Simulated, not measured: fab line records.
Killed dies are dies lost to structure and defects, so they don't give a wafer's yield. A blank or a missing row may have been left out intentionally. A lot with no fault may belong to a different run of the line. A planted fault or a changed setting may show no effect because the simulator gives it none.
Problem report, 8D (eight disciplines) form, completed by code ; flow berkeley cmos170 ; the parts of the form that need people (team, actions taken, sign-off) are left out

## 1. THE ISSUE
NWELL_NITRIDE_THK at UCB170_NWELL_THK_MEAS_05 reads a mean of 155.9 nm on 3 wafers of 1 lot; wafers without a fault read 223.5 nm with a standard deviation of 2.1. That puts it -32 standard deviations away from the usual mean.
Earliest sighting: wafer L301.1 on film metro-03 at day 3 18:00. The record holds 39 wafers of 13 lots with a number at this step. The rule behind "out" and "out of limits": a value lying over 4 standard deviations away from the usual mean. Any other wafer with a number is counted as sound.

## 2. WHAT IT IS, AND WHAT IT ISN'T
question;is;is not
which readings at this step;NWELL_NITRIDE_THK;-
which lots;L301;L293, L294, L295, L296, L297, L299, L300, L311, L312, L313, L315, L316
which wafers of those lots;all that have a number;-
read on which gauges;film metro-03;film metro-02, film metro-04
when;from day 3 18:00;"up to then (21 sound wafers); but 15 sound wafers of L311, L312, L313, L315, L316 came after"

## 3. THE SUSPECTS, EACH WITH WHAT RULES IT OUT
Counting: any tool at a process step up to the reading is kept as a suspect provided that every lot that is out went through it and no sound lot did after the first of them.
- the gauge at UCB170_NWELL_THK_MEAS_05 is ruled out. All the wafers that are out were read on film metro-03, but those of them that UCB170_NWELL_ETCH_13 has rows for are out there too, on other tools.
- lpcvd-02 at UCB170_NWELL_CVD_04 (deposits Si3N4 from SiH2Cl2/NH3, target thk 224 nm, time 3360 s): kept. It ran the lot that is out, L301 (day 3 16:04), and no sound lot after that; its last sound lot up to then is L300 (day 3 10:53).
After counting, what remains is lpcvd-02 at UCB170_NWELL_CVD_04.

## 4. THE CAUSE (what the simulator had put in)
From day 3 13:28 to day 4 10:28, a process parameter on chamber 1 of lpcvd-02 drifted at UCB170_NWELL_CVD_04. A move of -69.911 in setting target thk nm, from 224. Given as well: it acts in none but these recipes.
Only this tool survived the counting.

## 5. THE EFFECT CHAIN, in route order
Each row: a reading where the mean over the struck wafers with a number is more than 3 standard deviations away from the usual. Only readings for which the record gives a usual standard deviation are gone through. hours: the time from each lot's start at the first step in this table that gives one to its start at this step, as a median over the lots. sigmas: the change in usual standard deviations.
hours;step;reading;usual;on struck wafers;change;sigmas
0;UCB170_NWELL_THK_MEAS_05;NWELL_NITRIDE_THK;223.5 nm;155.9;-67.6;-32
1;UCB170_NWELL_ETCH_13;oes product au;0.942 a.u.;0.778;-0.164;-10
Process steps it contains:
- UCB170_NWELL_ETCH_13: etches Si3N4 in CH3F/Ar/O2, stops on SiO2, target depth 246.4 nm, time 154 s.
At these later measuring or inspecting steps, every struck wafer for which the step has a row has a number for every such reading, and none has moved that far: UCB170_PFIELD_OVL_MEAS_06, UCB170_SDANNEAL_RS_MEAS_05.

## 6. HOW IT WOULD HAVE BEEN CAUGHT EARLIER
In this record the first reading out of limits at a measuring or inspecting step was taken at day 3 18:00, 5 hours after the fault began at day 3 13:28.
No tool reading at UCB170_NWELL_CVD_04 that has a usual standard deviation in the record was out on any struck wafer, so an alarm limit of 4 standard deviations on those readings would not have fired.
Lots out: 1; all had begun UCB170_NWELL_CVD_04 on lpcvd-02 by day 3 18:00. None of them would have been spared by holding the tool at that moment.
